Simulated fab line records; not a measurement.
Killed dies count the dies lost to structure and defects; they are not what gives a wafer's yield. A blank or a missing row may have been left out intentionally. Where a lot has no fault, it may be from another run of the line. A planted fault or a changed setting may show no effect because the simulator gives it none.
fab line records + flow ritCmos
[record]
- lots = 14
- wafers = 42
- lastDay = 7
route steps=202 shown PLDD@116
lots untouched by any fault: they come from a run of this same line in which no faults occurred
startH: hours from the record's first day to the start of the lot's first wafer shown + waitH: hours from the lot's prior step to this one + " identical to the entry in the row above + L1.1+2: several wafers, shown together as one row + - no value, or no start was given + * or withheld: withheld + < > ~ a bound
route shown NAME@n: NAME is a module with steps in the file, n the number in the route of the first one + usual: mean/standard deviation of fault-free wafers + same: alike in all rows + chamber/n: place in a boat + sites: each site's reading + _std_site: how widely they spread, as a standard deviation + _edge_site: outer sites' mean less inner sites' + radiusMm: for every site, how far away it sits from the centre of the wafer + mask NAME#n: copy n + behind: the most recent tool/chamber to have shaped the wafer + hold: what put the lot on hold/how long, in hours/how the hold closed + device: the n, p or np transistor that did not switch + end of line: tests run on the same wafers once the route is complete + where a step has no rows: the recipe by itself + killed: not the wafer's yield, but the dies lost to structure and defects at the first sort + map: a wafer's dies, marking killed ones x, the rest . and places with no die _
set.NAME: the setting the step ran with; set.NAME@STEP: the setting that earlier step ran with + model.NAME: the simulator's own value behind a step, which no gauge read
steps of the route over a sample of lots; a table a step, a row a wafer
[[steps]]
[step RIT_PLDD_SOFTBAKE_02]
[recipe]
- resist = NOVOLAK
- tempC = 90
- timeS = 60
[usual]
- runLengthS = 89.18/0.16
| lot.wafer | tool          | chamber | startH | waitH | runLengthS |
|-----------|---------------|---------|--------|-------|------------|
| L132.2    | lithoTrack-04 | 0       | 53.80  | 0.1   | 89.53      |
| L132.3    | "             | 0       | "      | "     | 89.25      |
| L132.4    | "             | 0       | "      | "     | 89.21      |
| L133.2    | lithoTrack-02 | 0       | 66.81  | 0.1   | 89.23      |
| L133.3    | "             | 0       | "      | "     | 89.03      |
| L133.5    | "             | 0       | "      | "     | 88.93      |
| L134.4    | lithoTrack-04 | 0       | 79.47  | 0.1   | 89.58      |
| L134.5    | "             | 0       | "      | "     | 89.20      |
| L134.6    | "             | 0       | "      | "     | 89.20      |
| L135.1    | lithoTrack-01 | 0       | 83.05  | 0.1   | 89.22      |
| L135.4    | "             | 0       | "      | "     | 89.41      |
| L135.5    | "             | 0       | "      | "     | 89.04      |
| L137.4    | lithoTrack-04 | 0       | 91.72  | 0.1   | 89.32      |
| L137.5    | "             | 0       | "      | "     | 89.34      |
| L137.6    | "             | 0       | "      | "     | 89.24      |
| L139.1    | lithoTrack-04 | 0       | 109.80 | 0.1   | 89.33      |
| L139.3    | "             | 0       | "      | "     | 89.24      |
| L139.4    | "             | 0       | "      | "     | 89.19      |
| L140.1    | lithoTrack-01 | 0       | 110.08 | 0.1   | 89.05      |
| L140.3    | "             | 0       | "      | "     | 89.19      |
| L140.4    | "             | 0       | "      | "     | 89.27      |
| L142.3    | lithoTrack-02 | 0       | 114.72 | 0.1   | 89.18      |
| L142.4    | "             | 0       | "      | "     | 88.93      |
| L142.5    | "             | 0       | "      | "     | 88.95      |
| L143.2    | lithoTrack-01 | 0       | 117.49 | 0.1   | 89.22      |
| L143.4    | "             | 0       | "      | "     | 89.21      |
| L143.6    | "             | 0       | "      | "     | 89.04      |
| L144.1    | lithoTrack-04 | 0       | 123.70 | 0.1   | 101.20     |
| L144.3    | "             | 0       | "      | "     | 101.49     |
| L144.6    | "             | 0       | "      | "     | 101.21     |
| L149.1    | lithoTrack-01 | 0       | 137.44 | 0.1   | 89.19      |
| L149.5    | "             | 0       | "      | "     | 89.05      |
| L149.6    | "             | 0       | "      | "     | 89.00      |
| L148.1    | lithoTrack-04 | 0       | 137.93 | 0.1   | 101.46     |
| L148.4    | "             | 0       | "      | "     | 101.20     |
| L148.6    | "             | 0       | "      | "     | 101.23     |
| L152.1    | lithoTrack-01 | 0       | 149.81 | 0.1   | 89.07      |
| L152.3    | "             | 0       | "      | "     | 89.07      |
| L152.5    | "             | 0       | "      | "     | 89.08      |
| L153.1    | lithoTrack-02 | 0       | 152.00 | 0.1   | 88.97      |
| L153.3    | "             | 0       | "      | "     | 89.29      |
| L153.5    | "             | 0       | "      | "     | 89.01      |
[[key]]
[firstSign]
- step = RIT_PLDD_SOFTBAKE_02
- reading = runLengthS
- direction = up
- sigmas = 76
- usual = *
- struck = *
effect none on later readings
metAt RIT_PLDD_SOFTBAKE_02
struckLots L144,L148
testerLeftOut L144,L148
onsetBetween 109.80 123.70
[fault]
- kind = processParameterDrift
- tool = lithoTrack-04
- chamber = -
- onsetH = 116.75
- steps = RIT_PLDD_SOFTBAKE_02
- channel = timeS
- offset = *
- shape = step
- endH = 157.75
- actsIn = *
- stated = *
// testerLeftOut: of these lots the tester's yield and bins aren't shown, on N5 and GAA mostly nor the transistor test; their killed dies are dies lost to structure and defects alone, not to doping, threshold or leakage, so they don't give the yield
